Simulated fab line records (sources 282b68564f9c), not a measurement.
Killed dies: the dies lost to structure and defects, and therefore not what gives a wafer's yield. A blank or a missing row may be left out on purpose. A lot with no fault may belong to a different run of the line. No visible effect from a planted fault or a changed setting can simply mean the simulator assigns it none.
fab line records	flow rit-cmos
record: lots: 5	wafers: 23
route steps=202 shown ACTIVE@2 FOX2@23 PWELL@47 WELLDRIVE@50 NRETRO@61 PRETRO@72 GATE@75
start-h: the number of hours between the record's first day and the start of the first shown wafer of the lot	wait-h: hours from the lot's prior step to this one	" the same as in the row above	L1.1+2: a single row standing in for several wafers	- no value, or no start given	* or withheld: withheld	< > ~ a bound
route shown NAME@n: names a module that has steps shown in the file, with the first one's number in the route	usual: mean/standard deviation of fault-free wafers	same: alike in all rows	chamber/n: place in a boat	sites: the reading at each site	_std_site: standard deviation of those values	_edge_site: inner sites' mean taken away from outer sites' mean	radius-mm: how far each site lies from the wafer's centre	mask NAME#n: copy n	behind: the last tool/chamber to shape the wafer	hold: reason for holding the lot/hours on hold/outcome of the hold	device: the transistor (n, p or np) that didn't switch	end of line: tests of these same wafers at the route's end	for a step that has no rows: nothing shown but its recipe	killed: not the wafer's yield, but the dies lost to structure and defects at the first sort	map: dies across one wafer; x = killed, . = not, _ = none there
set.NAME: the setting the step ran with; set.NAME@STEP: the setting that earlier step ran with	model.NAME: the simulator's own value behind a step, which no gauge read
one table per step and one row per wafer, for lots whose settings were changed on purpose
== steps ==
step: RIT_ACTIVE_OXIDATION_01
recipe: temp-c: 1000	ambient: O2	target-thk-a: 468	ox-time-s: 3360
lot.wafer	tool	chamber	start-h	wait-h	set.temp-c	model.SiO2_of_ACTIVE_OXIDATION_01.thk-nm
L076.1	-	-	-	1.6	986.2	42.33
L076.2	"	-	"	"	986.2	41.98
L076.3	"	-	"	"	986.2	41.18
L076.4	"	-	"	"	986.2	41.49
L076.5	"	-	"	"	986.2	41.51
L077.1	-	-	-	0.8	987.2	42.52
L077.3	"	-	"	"	987.2	42.7
L077.4	"	-	"	"	987.2	41.15
L077.5	"	-	"	"	987.2	42.49
L077.6	"	-	"	"	987.2	41.19
L078.1	-	-	-	1.2	971.7	35.03
L078.2	"	-	"	"	971.7	34.33
L078.3	"	-	"	"	971.7	35.02
L078.4	"	-	"	"	971.7	35.32
L078.5	"	-	"	"	971.7	34.59
L079.1	furnace-01	0	35.12	0.1	1000	46.14
L079.5	"	0	"	"	1000	46.24
L079.6	"	0	"	"	1000	46.31
L082.1	-	-	-	2.2	1000	46.51
L082.2	"	-	"	"	1000	46.81
L082.3	"	-	"	"	1000	46.19
L082.4	"	-	"	"	1000	46.52
L082.6	"	-	"	"	1000	46.67
step: RIT_ACTIVE_THK_MEAS_02
recipe: reads: SiO2_of_ACTIVE_OXIDATION_01
usual: ACTIVE_OXIDE_THK: 46.6/0.85
lot.wafer	tool	chamber	start-h	wait-h	set.temp-c@ACTIVE_OXIDATION_01	ACTIVE_OXIDE_THK[nm]
L076.1	film-metro-01	-	-	-	986.2	42.4
L076.2	"	-	"	"	986.2	42.0
L076.3	"	-	"	"	986.2	41.1
L076.4	"	-	"	"	986.2	41.5
L076.5	"	-	"	"	986.2	41.5
L077.1	film-metro-01	-	-	-	987.2	42.5
L077.3	"	-	"	"	987.2	42.7
L077.4	"	-	"	"	987.2	41.2
L077.5	"	-	"	"	987.2	42.5
L077.6	"	-	"	"	987.2	41.2
L078.1	film-metro-01	-	-	-	971.7	35.1
L078.2	"	-	"	"	971.7	34.3
L078.3	"	-	"	"	971.7	35.0
L078.4	"	-	"	"	971.7	35.3
L078.5	"	-	"	"	971.7	34.6
L079.1	film-metro-04	-	37.05	0.0	1000	46.1
L079.5	"	-	"	"	1000	46.2
L079.6	"	-	"	"	1000	46.3
L082.1	film-metro-03	-	-	-	1000	46.5
L082.2	"	-	"	"	1000	46.8
L082.3	"	-	"	"	1000	46.2
L082.4	"	-	"	"	1000	46.5
L082.6	"	-	"	"	1000	46.7
step: RIT_ACTIVE_COAT_06
recipe: resist: NOVOLAK	spin-rpm: 3250	resist-thk-nm: 1000
lot.wafer	tool	chamber	start-h	wait-h	set.resist-thk-nm	model.NOVOLAK_of_ACTIVE_COAT_06.thk-nm
L076.1+2	litho-track-03	0	25.30	0.1	1000	1000
L076.3	"	0	"	"	1000	999.4
L076.4	"	0	"	"	1000	1003
L076.5	"	0	"	"	1000	1002
L077.1	litho-track-01	0	29.44	0.1	1056	1061
L077.3	"	0	"	"	1000	1003
L077.4	"	0	"	"	1056	1060
L077.5	"	0	"	"	1000	1004
L077.6	"	0	"	"	1056	1062
L078.1+4	litho-track-03	0	34.91	0.1	1000	1002
L078.2	"	0	"	"	946.6	947.9
L078.3	"	0	"	"	946.6	948.6
L078.5	"	0	"	"	946.6	947.5
L079.1	litho-track-04	0	38.74	0.1	1000	1005
L079.5	"	0	"	"	1000	1001
L079.6	"	0	"	"	1000	1004
L082.1	litho-track-04	0	55.79	0.1	1000	1003
L082.2+3	"	0	"	"	1000	1004
L082.4	"	0	"	"	1000	1002
L082.6	"	0	"	"	1000	1005
step: RIT_ACTIVE_SOFTBAKE_07
recipe: resist: NOVOLAK	temp-c: 90	time-s: 60
step: RIT_ACTIVE_EXPOSE_08
recipe: mask-id: M1	na: 0.6	source-shape: conventional	sigma-outer: 0.6	target-cd-nm: 1400	dose-mj: 225
step: RIT_ACTIVE_PEB_09
recipe: resist: NOVOLAK	temp-c: withheld	time-s: withheld
step: RIT_ACTIVE_DEVELOP_10
recipe: resist: NOVOLAK	develop-time-s: 50	dev-temp-c: 23
step: RIT_ACTIVE_CD_MEAS_11
recipe: target-cd-nm: 1400
usual: cd-nm: 1400.1/1.9
lot.wafer	tool	chamber	start-h	wait-h	set.resist-thk-nm@ACTIVE_COAT_06	cd-nm
L076.1	cd-sem-01	-	26.00	-	1000	1401.7
L076.2	"	-	"	"	1000	1404.4
L076.3	"	-	"	"	1000	1400.4
L076.4	"	-	"	"	1000	1402.1
L076.5	"	-	"	"	1000	1401.8
L077.1	cd-sem-02	-	30.14	-	1056	1403.3
L077.3	"	-	"	"	1000	1401.0
L077.4	"	-	"	"	1056	1405.8
L077.5	"	-	"	"	1000	1399.2
L077.6	"	-	"	"	1056	1403.6
L078.1	cd-sem-02	-	35.74	-	1000	1399.0
L078.2	"	-	"	"	946.6	1393.4
L078.3	"	-	"	"	946.6	1391.9
L078.4	"	-	"	"	1000	1398.2
L078.5	"	-	"	"	946.6	1393.2
L079.1	cd-sem-02	-	39.56	-	1000	1399.7
L079.5	"	-	"	"	1000	1401.7
L079.6	"	-	"	"	1000	1399.6
L082.1	cd-sem-01	-	56.49	-	1000	1399.1
L082.2	"	-	"	"	1000	1400.4
L082.3	"	-	"	"	1000	1400.1
L082.4	"	-	"	"	1000	1399.9
L082.6	"	-	"	"	1000	1399.8
step: RIT_ACTIVE_HARDBAKE_12
recipe: resist: NOVOLAK	temp-c: 140	time-s: 60
lot.wafer	tool	chamber	start-h	wait-h	set.resist-thk-nm@ACTIVE_COAT_06	model.NOVOLAK_of_ACTIVE_COAT_06.thk-nm
L076.1	litho-track-03	0	26.20	0.2	1000	883.9
L076.2	"	0	"	"	1000	884.3
L076.3	"	0	"	"	1000	883.3
L076.4	"	0	"	"	1000	886.2
L076.5	"	0	"	"	1000	885.9
L077.1	litho-track-01	0	30.26	0.1	1056	937.4
L077.3	"	0	"	"	1000	886.3
L077.4	"	0	"	"	1056	936
L077.5	"	0	"	"	1000	887.1
L077.6	"	0	"	"	1056	938.1
L078.1	litho-track-01	0	35.86	0.1	1000	885.5
L078.2	"	0	"	"	946.6	838.2
L078.3	"	0	"	"	946.6	838.8
L078.4	"	0	"	"	1000	885.7
L078.5	"	0	"	"	946.6	837.9
L079.1	litho-track-03	0	39.83	0.2	1000	888.3
L079.5	"	0	"	"	1000	884.5
L079.6	"	0	"	"	1000	887.3
L082.1	litho-track-04	0	56.61	0.1	1000	886.7
L082.2	"	0	"	"	1000	886.9
L082.3	"	0	"	"	1000	887
L082.4	"	0	"	"	1000	885.9
L082.6	"	0	"	"	1000	887.9
step: RIT_ACTIVE_ETCH_13
recipe: stop-on: SiO2	chemistry: SF6	target: Si3N4	time-s: 210	over-etch-frac: 0.4	SF6_flow_sccm: 200	pressure-mtorr: 260	rf-w: 125	target-depth-a: 2100
lot.wafer	tool	chamber	start-h	wait-h	set.resist-thk-nm@ACTIVE_COAT_06	model.NOVOLAK_of_ACTIVE_COAT_06.thk-nm
L076.1+4	rie-diel-02	3	26.35	0.1	1000	652.5
L076.2	"	0	"	"	1000	655.7
L076.3	"	1	"	"	1000	650.2
L076.5	"	1	"	"	1000	653.2
L077.1	rie-diel-04	0	30.41	0.1	1056	707.8
L077.3	"	2	"	"	1000	659
L077.4	"	1	"	"	1056	704.4
L077.5	"	2	"	"	1000	657.5
L077.6	"	1	"	"	1056	706.7
L078.1	rie-diel-02	3	36.01	0.1	1000	654.1
L078.2	"	0	"	"	946.6	611.6
L078.3	"	1	"	"	946.6	603.8
L078.4	"	1	"	"	1000	649.2
L078.5	"	3	"	"	946.6	605.2
L079.1	rie-diel-04	2	39.98	0.1	1000	658.6
L079.5	"	2	"	"	1000	652.4
L079.6	"	3	"	"	1000	656
L082.1	rie-diel-03	1	56.76	0.1	1000	658.8
L082.2	"	2	"	"	1000	653.7
L082.3	"	3	"	"	1000	661.8
L082.4	"	0	"	"	1000	652.4
L082.6	"	2	"	"	1000	652.2
step: RIT_FOX2_OXIDATION_00
recipe: temp-c: 1100	ambient: H2O	target-thk-a: 3507	p-h2o-torr: 720	ox-time-s: 1130
lot.wafer	tool	chamber	start-h	wait-h	set.temp-c	model.SiO2_of_FOX2_OXIDATION_00.thk-nm
L076.1	-	-	-	0.4	1129	399.7
L076.2	"	-	"	"	1129	397.3
L076.3	"	-	"	"	1129	399
L076.4	"	-	"	"	1129	398.7
L076.5	"	-	"	"	1129	400.2
L077.1	-	-	-	0.0	1090	334
L077.3	"	-	"	"	1090	335.9
L077.4	"	-	"	"	1090	336
L077.5	"	-	"	"	1090	341.4
L077.6	"	-	"	"	1090	337
L078.1+3	-	-	-	0.1	1078	307.9
L078.2	"	-	"	"	1078	307.1
L078.4	"	-	"	"	1078	298.7
L078.5	"	-	"	"	1078	308.3
L079.1	furnace-01	0	43.76	0.0	1100	344.1
L079.5	"	0	"	"	1100	341.7
L079.6	"	0	"	"	1100	344.3
L082.1	-	-	-	0.0	1086	328.8
L082.2	"	-	"	"	1086	324
L082.3	"	-	"	"	1086	324.2
L082.4	"	-	"	"	1086	331.4
L082.6	"	-	"	"	1086	322
step: RIT_FOX2_THK_MEAS_01
recipe: reads: SiO2_of_FOX2_OXIDATION_00
usual: FOX2_OXIDE_THK: 349/6.4
lot.wafer	tool	chamber	start-h	wait-h	set.temp-c@FOX2_OXIDATION_00	FOX2_OXIDE_THK[nm]
L076.1	film-metro-04	-	-	-	1129	399
L076.2	"	-	"	"	1129	397
L076.3	"	-	"	"	1129	399
L076.4	"	-	"	"	1129	399
L076.5	"	-	"	"	1129	400
L077.1	film-metro-03	-	-	-	1090	334
L077.3	"	-	"	"	1090	336
L077.4	"	-	"	"	1090	336
L077.5	"	-	"	"	1090	342
L077.6	"	-	"	"	1090	337
L078.1	film-metro-02	-	-	-	1078	308
L078.2	"	-	"	"	1078	307
L078.3	"	-	"	"	1078	308
L078.4	"	-	"	"	1078	299
L078.5	"	-	"	"	1078	308
L079.1	film-metro-04	-	45.07	0.0	1100	344
L079.5	"	-	"	"	1100	342
L079.6	"	-	"	"	1100	344
L082.1	film-metro-04	-	-	-	1086	328
L082.2	"	-	"	"	1086	324
L082.3	"	-	"	"	1086	324
L082.4	"	-	"	"	1086	332
L082.6	"	-	"	"	1086	322
step: RIT_FOX2_CLEAN_02
recipe: chemistry: dHF	dilution: 50:1	time-s: 180
step: RIT_FOX2_WET_ETCH_03
recipe: chemistry: H3PO4	target: Si3N4	target-depth-nm: 195	temp-c: 165	time-s: 2700
lot.wafer	tool	chamber	start-h	wait-h	set.temp-c@ACTIVE_OXIDATION_01	model.SiO2_of_ACTIVE_OXIDATION_01.thk-nm
L076.1	wet-bench-02	0	33.46	0.0	986.2	37.46
L076.2	"	0	"	"	986.2	37.37
L076.3	"	0	"	"	986.2	35.77
L076.4	"	0	"	"	986.2	36.71
L076.5	"	0	"	"	986.2	36.06
L077.1	wet-bench-03	3	34.63	0.0	987.2	36.89
L077.3	"	3	"	"	987.2	37.69
L077.4	"	3	"	"	987.2	36.32
L077.5	"	3	"	"	987.2	37.47
L077.6	"	3	"	"	987.2	36.36
L078.1	wet-bench-03	3	41.42	0.0	971.7	30.85
L078.2+5	"	3	"	"	971.7	30.47
L078.3	"	3	"	"	971.7	30.19
L078.4	"	3	"	"	971.7	30.46
L079.1	wet-bench-02	1	45.26	0.0	1000	40.81
L079.5	"	1	"	"	1000	40.87
L079.6	"	1	"	"	1000	41.05
L082.1	wet-bench-01	0	60.48	0.0	1000	41.56
L082.2	"	0	"	"	1000	40.1
L082.3	"	0	"	"	1000	41.26
L082.4	"	0	"	"	1000	41.62
L082.6	"	0	"	"	1000	39.96
step: RIT_FOX2_THK_MEAS_90
recipe: reads: SiO2_of_FOX2_OXIDATION_00
usual: FIELD_OXIDE_LEFT_1_THK: 321/6.5
lot.wafer	tool	chamber	start-h	wait-h	set.temp-c@FOX2_OXIDATION_00	FIELD_OXIDE_LEFT_1_THK[nm]
L076.1	film-metro-02	-	34.21	0.0	1129	372
L076.2	"	-	"	"	1129	370
L076.3	"	-	"	"	1129	371
L076.4	"	-	"	"	1129	371
L076.5	"	-	"	"	1129	373
L077.1	film-metro-03	-	35.39	0.0	1090	306
L077.3	"	-	"	"	1090	308
L077.4	"	-	"	"	1090	308
L077.5	"	-	"	"	1090	313
L077.6	"	-	"	"	1090	309
L078.1	film-metro-02	-	42.17	0.0	1078	280
L078.2	"	-	"	"	1078	280
L078.3	"	-	"	"	1078	280
L078.4	"	-	"	"	1078	271
L078.5	"	-	"	"	1078	281
L079.1	film-metro-04	-	46.09	0.0	1100	317
L079.5	"	-	"	"	1100	314
L079.6	"	-	"	"	1100	317
L082.1	film-metro-04	-	61.24	0.0	1086	302
L082.2	"	-	"	"	1086	297
L082.3	"	-	"	"	1086	297
L082.4	"	-	"	"	1086	304
L082.6	"	-	"	"	1086	295
step: RIT_PWELL_IMPLANT_08
recipe: species: B	energy-kev: 170	dose-cm2: 7e+13	tilt-deg: 7
lot.wafer	tool	chamber	start-h	wait-h	set.dose-cm2
L076.1+4+5	implanter-01	0	37.24	0.2	6.686e+13
L076.2+3	"	0	"	"	7e+13
L077.1+3	implanter-04	0	38.22	0.2	7.253e+13
L077.4+5+6	"	0	"	"	7e+13
L078.1+3+5	implanter-02	0	45.06	0.2	7e+13
L078.2+4	"	0	"	"	7.455e+13
L079.1+5+6	implanter-02	0	48.98	0.2	7e+13
L082.1+6	implanter-04	0	64.02	0.2	7.381e+13
L082.2+3+4	"	0	"	"	7e+13
step: RIT_PWELL_STRIP_09
recipe: chemistry: O2	time-s: 180	resist: NOVOLAK	platen-temp-c: withheld	power-w: 500	pressure-mtorr: 4000	o2-flow-sccm: 4000
step: RIT_PWELL_TW_MEAS_10
usual: PWELL_TW: 959/6
lot.wafer	tool	chamber	start-h	wait-h	set.dose-cm2@PWELL_IMPLANT_08	PWELL_TW
L076.1	film-metro-02	-	37.57	0.1	6.686e+13	955
L076.2	"	-	"	"	7e+13	967
L076.3	"	-	"	"	7e+13	968
L076.4	"	-	"	"	6.686e+13	957
L076.5	"	-	"	"	6.686e+13	955
L077.1	film-metro-03	-	38.55	0.1	7.253e+13	970
L077.3	"	-	"	"	7.253e+13	964
L077.4	"	-	"	"	7e+13	955
L077.5	"	-	"	"	7e+13	957
L077.6	"	-	"	"	7e+13	954
L078.1	film-metro-02	-	45.39	0.1	7e+13	969
L078.2	"	-	"	"	7.455e+13	988
L078.3	"	-	"	"	7e+13	968
L078.4	"	-	"	"	7.455e+13	989
L078.5	"	-	"	"	7e+13	966
L079.1	film-metro-03	-	49.30	0.1	7e+13	957
L079.5	"	-	"	"	7e+13	957
L079.6	"	-	"	"	7e+13	957
L082.1	film-metro-03	-	64.35	0.1	7.381e+13	970
L082.2	"	-	"	"	7e+13	953
L082.3	"	-	"	"	7e+13	954
L082.4	"	-	"	"	7e+13	954
L082.6	"	-	"	"	7.381e+13	974
step: RIT_WELLDRIVE_ANNEAL_00
recipe: temp-c: 1100	time-s: 14700	ambient: N2
step: RIT_WELLDRIVE_RS_MEAS_02
recipe: thk-meas-gauge: four-point-probe
usual: PWELL_RS: 429.5/1.3
lot.wafer	tool	chamber	start-h	wait-h	set.dose-cm2@PWELL_IMPLANT_08	PWELL_RS[ohm/sq]
L076.1	film-metro-02	-	44.41	0.1	6.686e+13	443.2
L076.2	"	-	"	"	7e+13	429.0
L076.3	"	-	"	"	7e+13	430.8
L076.4	"	-	"	"	6.686e+13	441.4
L076.5	"	-	"	"	6.686e+13	442.6
L077.1	film-metro-01	-	44.41	0.1	7.253e+13	418.6
L077.3	"	-	"	"	7.253e+13	419.7
L077.4	"	-	"	"	7e+13	427.9
L077.5	"	-	"	"	7e+13	428.8
L077.6	"	-	"	"	7e+13	428.3
L078.1	film-metro-01	-	52.04	0.1	7e+13	431.0
L078.2	"	-	"	"	7.455e+13	413.9
L078.3	"	-	"	"	7e+13	429.9
L078.4	"	-	"	"	7.455e+13	413.2
L078.5	"	-	"	"	7e+13	432.3
L079.1	film-metro-01	-	56.33	0.1	7e+13	428.4
L079.5	"	-	"	"	7e+13	427.7
L079.6	"	-	"	"	7e+13	428.4
L082.1	film-metro-03	-	69.66	0.1	7.381e+13	413.3
L082.2	"	-	"	"	7e+13	428.6
L082.3	"	-	"	"	7e+13	427.5
L082.4	"	-	"	"	7e+13	428.3
L082.6	"	-	"	"	7.381e+13	415.0
step: RIT_NRETRO_IMPLANT_08
recipe: species: P	energy-kev: 70	dose-cm2: 1e+13	tilt-deg: 7
lot.wafer	tool	chamber	start-h	wait-h	set.dose-cm2
L076.1+2	implanter-03	0	45.75	0.2	1.047e+13
L076.3+4+5	"	0	"	"	1e+13
L077.1+3+4+5+6	implanter-01	0	46.03	0.2	1e+13
L078.1+3	implanter-01	0	53.33	0.2	1.04e+13
L078.2+4+5	"	0	"	"	1e+13
L079.1+5+6	implanter-03	0	57.74	0.2	1e+13
L082.1+2+3+4+6	implanter-04	0	70.94	0.2	1e+13
step: RIT_NRETRO_STRIP_09
recipe: chemistry: O2	time-s: 180	resist: NOVOLAK	platen-temp-c: withheld	power-w: 500	pressure-mtorr: 4000	o2-flow-sccm: 4000
step: RIT_NRETRO_TW_MEAS_10
usual: NRETRO_TW: 1056/4.2
lot.wafer	tool	chamber	start-h	wait-h	set.dose-cm2@NRETRO_IMPLANT_08	NRETRO_TW
L076.1	film-metro-03	-	46.07	0.1	1.047e+13	1070
L076.2	"	-	"	"	1.047e+13	1077
L076.3	"	-	"	"	1e+13	1056
L076.4	"	-	"	"	1e+13	1061
L076.5	"	-	"	"	1e+13	1054
L077.1	film-metro-01	-	46.36	0.1	1e+13	1056
L077.3	"	-	"	"	1e+13	1050
L077.4	"	-	"	"	1e+13	1054
L077.5	"	-	"	"	1e+13	1051
L077.6	"	-	"	"	1e+13	1055
L078.1	film-metro-03	-	53.65	0.1	1.04e+13	1069
L078.2	"	-	"	"	1e+13	1055
L078.3	"	-	"	"	1.04e+13	1068
L078.4	"	-	"	"	1e+13	1053
L078.5	"	-	"	"	1e+13	1055
L079.1	film-metro-04	-	58.07	0.1	1e+13	1060
L079.5	"	-	"	"	1e+13	1053
L079.6	"	-	"	"	1e+13	1064
L082.1	film-metro-03	-	71.27	0.1	1e+13	1054
L082.2	"	-	"	"	1e+13	1053
L082.3	"	-	"	"	1e+13	1049
L082.4	"	-	"	"	1e+13	1055
L082.6	"	-	"	"	1e+13	1055
step: RIT_PRETRO_IMPLANT_08
recipe: species: B	energy-kev: 45	dose-cm2: 1.2e+13	tilt-deg: 7
lot.wafer	tool	chamber	start-h	wait-h	set.dose-cm2
L076.1+3	implanter-01	0	47.56	0.2	1.157e+13
L076.2+4+5	"	0	"	"	1.2e+13
L077.1+4+6	implanter-02	0	47.78	0.2	1.2e+13
L077.3+5	"	0	"	"	1.25e+13
L078.1+2	implanter-01	0	55.21	0.2	1.2e+13
L078.3+4+5	"	0	"	"	1.11e+13
L079.1+5+6	implanter-03	0	59.42	0.2	1.2e+13
L082.1+2+6	implanter-03	0	72.62	0.2	1.2e+13
L082.3+4	"	0	"	"	1.131e+13
step: RIT_PRETRO_STRIP_09
recipe: chemistry: O2	time-s: 180	resist: NOVOLAK	platen-temp-c: withheld	power-w: 500	pressure-mtorr: 4000	o2-flow-sccm: 4000
step: RIT_PRETRO_TW_MEAS_10
usual: PRETRO_TW: 478.3/2
lot.wafer	tool	chamber	start-h	wait-h	set.dose-cm2@PRETRO_IMPLANT_08	PRETRO_TW
L076.1	film-metro-01	-	47.89	0.1	1.157e+13	472.4
L076.2	"	-	"	"	1.2e+13	476.3
L076.3	"	-	"	"	1.157e+13	472.4
L076.4	"	-	"	"	1.2e+13	477.9
L076.5	"	-	"	"	1.2e+13	475.8
L077.1	film-metro-02	-	48.10	0.1	1.2e+13	480.9
L077.3	"	-	"	"	1.25e+13	486.0
L077.4	"	-	"	"	1.2e+13	479.0
L077.5	"	-	"	"	1.25e+13	486.3
L077.6	"	-	"	"	1.2e+13	480.6
L078.1	film-metro-04	-	55.53	0.1	1.2e+13	478.6
L078.2	"	-	"	"	1.2e+13	480.1
L078.3	"	-	"	"	1.11e+13	467.1
L078.4	"	-	"	"	1.11e+13	471.1
L078.5	"	-	"	"	1.11e+13	465.3
L079.1	film-metro-04	-	59.74	0.1	1.2e+13	480.0
L079.5	"	-	"	"	1.2e+13	476.8
L079.6	"	-	"	"	1.2e+13	479.6
L082.1	film-metro-01	-	72.95	0.1	1.2e+13	476.4
L082.2	"	-	"	"	1.2e+13	477.4
L082.3	"	-	"	"	1.131e+13	469.7
L082.4	"	-	"	"	1.131e+13	467.6
L082.6	"	-	"	"	1.2e+13	477.4
step: RIT_GATE_WET_ETCH_00
recipe: chemistry: BOE	target: SiO2	target-depth-nm: 56	time-s: 60	dry: n2-spin	dilution: 10:1	temp-c: 21.5
step: RIT_GATE_CLEAN_01
recipe: chemistry: SC1	mix: 3:3:50	time-s: 600	temp-c: 75
step: RIT_GATE_CLEAN_03
recipe: chemistry: SC2	mix: 3:3:50	time-s: 600	temp-c: 75	dry: n2-spin
step: RIT_GATE_CLEAN_04
recipe: chemistry: dHF	dilution: 50:1	time-s: 60	dry: n2-spin
step: RIT_FOX2_THK_MEAS_91
recipe: reads: SiO2_of_FOX2_OXIDATION_00
usual: FIELD_OXIDE_LEFT_2_THK: 253/6.3
lot.wafer	tool	chamber	start-h	wait-h	set.temp-c@FOX2_OXIDATION_00	FIELD_OXIDE_LEFT_2_THK[nm]
L076.1	film-metro-03	-	48.74	0.0	1129	304
L076.2	"	-	"	"	1129	302
L076.3	"	-	"	"	1129	304
L076.4	"	-	"	"	1129	303
L076.5	"	-	"	"	1129	305
L077.1	film-metro-04	-	48.99	0.0	1090	238
L077.3	"	-	"	"	1090	240
L077.4	"	-	"	"	1090	240
L077.5	"	-	"	"	1090	245
L077.6	"	-	"	"	1090	241
L078.1	film-metro-04	-	56.15	0.0	1078	213
L078.2	"	-	"	"	1078	212
L078.3	"	-	"	"	1078	212
L078.4	"	-	"	"	1078	203
L078.5	"	-	"	"	1078	213
L079.1	film-metro-04	-	60.22	0.0	1100	249
L079.5	"	-	"	"	1100	246
L079.6	"	-	"	"	1100	249
L082.1	film-metro-03	-	73.42	0.0	1086	233
L082.2	"	-	"	"	1086	229
L082.3	"	-	"	"	1086	229
L082.4	"	-	"	"	1086	236
L082.6	"	-	"	"	1086	226
== key ==
split: step: RIT_ACTIVE_OXIDATION_01	setting: temp-c	stated: 1000	by: lot
response: step: RIT_ACTIVE_OXIDATION_01	reading: model.SiO2_of_ACTIVE_OXIDATION_01.thk-nm	change: +4.04	per: 1%	r: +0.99
response: step: RIT_ACTIVE_THK_MEAS_02	reading: ACTIVE_OXIDE_THK	change: +4.03	per: 1%	r: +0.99
response: step: RIT_FOX2_WET_ETCH_03	reading: model.SiO2_of_ACTIVE_OXIDATION_01.thk-nm	change: +3.64	per: 1%	r: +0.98
split: step: RIT_ACTIVE_COAT_06	setting: resist-thk-nm	stated: 1000	by: wafer
response: step: RIT_ACTIVE_COAT_06	reading: model.NOVOLAK_of_ACTIVE_COAT_06.thk-nm	change: +10.2	per: 1%	r: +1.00
response: step: RIT_ACTIVE_CD_MEAS_11	reading: cd-nm	change: +0.901	per: 1%	r: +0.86
response: step: RIT_ACTIVE_HARDBAKE_12	reading: model.NOVOLAK_of_ACTIVE_COAT_06.thk-nm	change: +8.94	per: 1%	r: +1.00
response: step: RIT_ACTIVE_ETCH_13	reading: model.NOVOLAK_of_ACTIVE_COAT_06.thk-nm	change: +8.49	per: 1%	r: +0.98
split: step: RIT_FOX2_OXIDATION_00	setting: temp-c	stated: 1100	by: lot
response: step: RIT_FOX2_OXIDATION_00	reading: model.SiO2_of_FOX2_OXIDATION_00.thk-nm	change: +19.2	per: 1%	r: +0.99
response: step: RIT_FOX2_THK_MEAS_01	reading: FOX2_OXIDE_THK	change: +19.2	per: 1%	r: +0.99
response: step: RIT_FOX2_THK_MEAS_90	reading: FIELD_OXIDE_LEFT_1_THK	change: +19.2	per: 1%	r: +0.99
response: step: RIT_FOX2_THK_MEAS_91	reading: FIELD_OXIDE_LEFT_2_THK	change: +19.2	per: 1%	r: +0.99
split: step: RIT_PWELL_IMPLANT_08	setting: dose-cm2	stated: 7e+13	by: wafer
response: step: RIT_PWELL_TW_MEAS_10	reading: PWELL_TW	change: +3.15	per: 1%	r: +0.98
response: step: RIT_WELLDRIVE_RS_MEAS_02	reading: PWELL_RS	change: -2.66	per: 1%	r: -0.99
split: step: RIT_NRETRO_IMPLANT_08	setting: dose-cm2	stated: 1e+13	by: wafer
response: step: RIT_NRETRO_TW_MEAS_10	reading: NRETRO_TW	change: +3.59	per: 1%	r: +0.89
split: step: RIT_PRETRO_IMPLANT_08	setting: dose-cm2	stated: 1.2e+13	by: wafer
response: step: RIT_PRETRO_TW_MEAS_10	reading: PRETRO_TW	change: +1.46	per: 1%	r: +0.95
